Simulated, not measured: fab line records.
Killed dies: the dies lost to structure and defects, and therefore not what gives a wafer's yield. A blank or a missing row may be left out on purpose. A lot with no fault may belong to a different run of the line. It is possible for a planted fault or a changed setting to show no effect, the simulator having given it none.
Split-lot study :: flow berkeley cmos170 :: on a route of 331 steps: 5 lots, 27 wafers read

== ON THE SPLIT ==
At UCB170_WELLDRIVE_OXIDATION_01 (target thk 199 nm, ox time 9000 s), the setting ox time s was moved away from the recipe's 9000 s on 6 of the 27 wafers read, by -47.2%. This setting was run at the recipe's value on the other wafers.

Between the split and the reading, the file records no step.

== THE READING ==
Values of WELLDRIVE_OXIDE_THK in nm from UCB170_WELLDRIVE_THK_MEAS_02. Fault-free wafers of this fab line usually give 197 nm, standard deviation 3.3 nm.

wafer: L075.1
tool, chamber at the split: -, -
ox time s as run, s: 9000
against the recipe: recipe
WELLDRIVE_OXIDE_THK, nm: 205
against lot-mates on the recipe: -

wafer: L075.2
tool, chamber at the split: -, -
ox time s as run, s: 9000
against the recipe: recipe
WELLDRIVE_OXIDE_THK, nm: 202
against lot-mates on the recipe: -

wafer: L075.3
tool, chamber at the split: -, -
ox time s as run, s: 9000
against the recipe: recipe
WELLDRIVE_OXIDE_THK, nm: 202
against lot-mates on the recipe: -

wafer: L075.4
tool, chamber at the split: -, -
ox time s as run, s: 9000
against the recipe: recipe
WELLDRIVE_OXIDE_THK, nm: 200
against lot-mates on the recipe: -

wafer: L075.5
tool, chamber at the split: -, -
ox time s as run, s: 9000
against the recipe: recipe
WELLDRIVE_OXIDE_THK, nm: 204
against lot-mates on the recipe: -

wafer: L075.6
tool, chamber at the split: -, -
ox time s as run, s: 9000
against the recipe: recipe
WELLDRIVE_OXIDE_THK, nm: 201
against lot-mates on the recipe: -

wafer: L077.1
tool, chamber at the split: -, -
ox time s as run, s: 9000
against the recipe: recipe
WELLDRIVE_OXIDE_THK, nm: 196
against lot-mates on the recipe: -

wafer: L077.2
tool, chamber at the split: -, -
ox time s as run, s: 9000
against the recipe: recipe
WELLDRIVE_OXIDE_THK, nm: 194
against lot-mates on the recipe: -

wafer: L077.3
tool, chamber at the split: -, -
ox time s as run, s: 9000
against the recipe: recipe
WELLDRIVE_OXIDE_THK, nm: 198
against lot-mates on the recipe: -

wafer: L077.4
tool, chamber at the split: -, -
ox time s as run, s: 9000
against the recipe: recipe
WELLDRIVE_OXIDE_THK, nm: 194
against lot-mates on the recipe: -

wafer: L077.5
tool, chamber at the split: -, -
ox time s as run, s: 9000
against the recipe: recipe
WELLDRIVE_OXIDE_THK, nm: 193
against lot-mates on the recipe: -

wafer: L077.6
tool, chamber at the split: -, -
ox time s as run, s: 9000
against the recipe: recipe
WELLDRIVE_OXIDE_THK, nm: 195
against lot-mates on the recipe: -

wafer: L078.1
tool, chamber at the split: -, -
ox time s as run, s: 9000
against the recipe: recipe
WELLDRIVE_OXIDE_THK, nm: 196
against lot-mates on the recipe: -

wafer: L078.2
tool, chamber at the split: -, -
ox time s as run, s: 9000
against the recipe: recipe
WELLDRIVE_OXIDE_THK, nm: 198
against lot-mates on the recipe: -

wafer: L078.3
tool, chamber at the split: -, -
ox time s as run, s: 9000
against the recipe: recipe
WELLDRIVE_OXIDE_THK, nm: 197
against lot-mates on the recipe: -

wafer: L078.4
tool, chamber at the split: -, -
ox time s as run, s: 9000
against the recipe: recipe
WELLDRIVE_OXIDE_THK, nm: 195
against lot-mates on the recipe: -

wafer: L078.5
tool, chamber at the split: -, -
ox time s as run, s: 9000
against the recipe: recipe
WELLDRIVE_OXIDE_THK, nm: 201
against lot-mates on the recipe: -

wafer: L078.6
tool, chamber at the split: -, -
ox time s as run, s: 9000
against the recipe: recipe
WELLDRIVE_OXIDE_THK, nm: 196
against lot-mates on the recipe: -

wafer: L080.1
tool, chamber at the split: -, -
ox time s as run, s: 4751
against the recipe: -47.2%
WELLDRIVE_OXIDE_THK, nm: 131
against lot-mates on the recipe: no lot-mate on the recipe

wafer: L080.2
tool, chamber at the split: -, -
ox time s as run, s: 4751
against the recipe: -47.2%
WELLDRIVE_OXIDE_THK, nm: 136
against lot-mates on the recipe: no lot-mate on the recipe

wafer: L080.3
tool, chamber at the split: -, -
ox time s as run, s: 4751
against the recipe: -47.2%
WELLDRIVE_OXIDE_THK, nm: 132
against lot-mates on the recipe: no lot-mate on the recipe

wafer: L080.4
tool, chamber at the split: -, -
ox time s as run, s: 4751
against the recipe: -47.2%
WELLDRIVE_OXIDE_THK, nm: 132
against lot-mates on the recipe: no lot-mate on the recipe

wafer: L080.5
tool, chamber at the split: -, -
ox time s as run, s: 4751
against the recipe: -47.2%
WELLDRIVE_OXIDE_THK, nm: 130
against lot-mates on the recipe: no lot-mate on the recipe

wafer: L080.6
tool, chamber at the split: -, -
ox time s as run, s: 4751
against the recipe: -47.2%
WELLDRIVE_OXIDE_THK, nm: 133
against lot-mates on the recipe: no lot-mate on the recipe

wafer: L081.2
tool, chamber at the split: furnace-02, 0
ox time s as run, s: 9000
against the recipe: recipe
WELLDRIVE_OXIDE_THK, nm: 199
against lot-mates on the recipe: -

wafer: L081.5
tool, chamber at the split: furnace-02, 0
ox time s as run, s: 9000
against the recipe: recipe
WELLDRIVE_OXIDE_THK, nm: 198
against lot-mates on the recipe: -

wafer: L081.6
tool, chamber at the split: furnace-02, 0
ox time s as run, s: 9000
against the recipe: recipe
WELLDRIVE_OXIDE_THK, nm: 196
against lot-mates on the recipe: -

FIT RESULTS
A straight line over all 27 wafers: WELLDRIVE_OXIDE_THK changes by +1.39 nm for each +1% of ox time s; r = +0.99; the points scatter about the line by 3.2 nm.
Too few moved wafers have a lot-mate on the recipe to fit a line with each lot's own level taken away.

== THE WHOLE CHAIN: every reading that the file lists as answering this split, in the file's order ==
step: UCB170_WELLDRIVE_OXIDATION_01
what it does: target thk 199 nm, ox time 9000 s
reading: SiO2_of_WELLDRIVE_OXIDATION_01.thk nm (the simulator's own value, which no gauge read)
change (the file's fit): +1.39 nm for each +1% of the setting
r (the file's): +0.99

step: UCB170_WELLDRIVE_THK_MEAS_02
what it does: 
reading: WELLDRIVE_OXIDE_THK
change (the file's fit): +1.39 for each +1% of the setting
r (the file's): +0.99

step: UCB170_M3_PROBE_99
what it does: 
reading: etest.nwell pinched.rs ohm sq (the simulator's own value, which no gauge read)
change (the file's fit): -4.16 for each +1% of the setting
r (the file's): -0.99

step: UCB170_M3_PROBE_99
what it does: 
reading: etest.nwell.width nm (the simulator's own value, which no gauge read)
change (the file's fit): -2.32 nm for each +1% of the setting
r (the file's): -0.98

== FILE'S OWN FIT ==
WELLDRIVE_OXIDE_THK changes by +1.39 nm for each +1% of ox time s, r = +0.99.
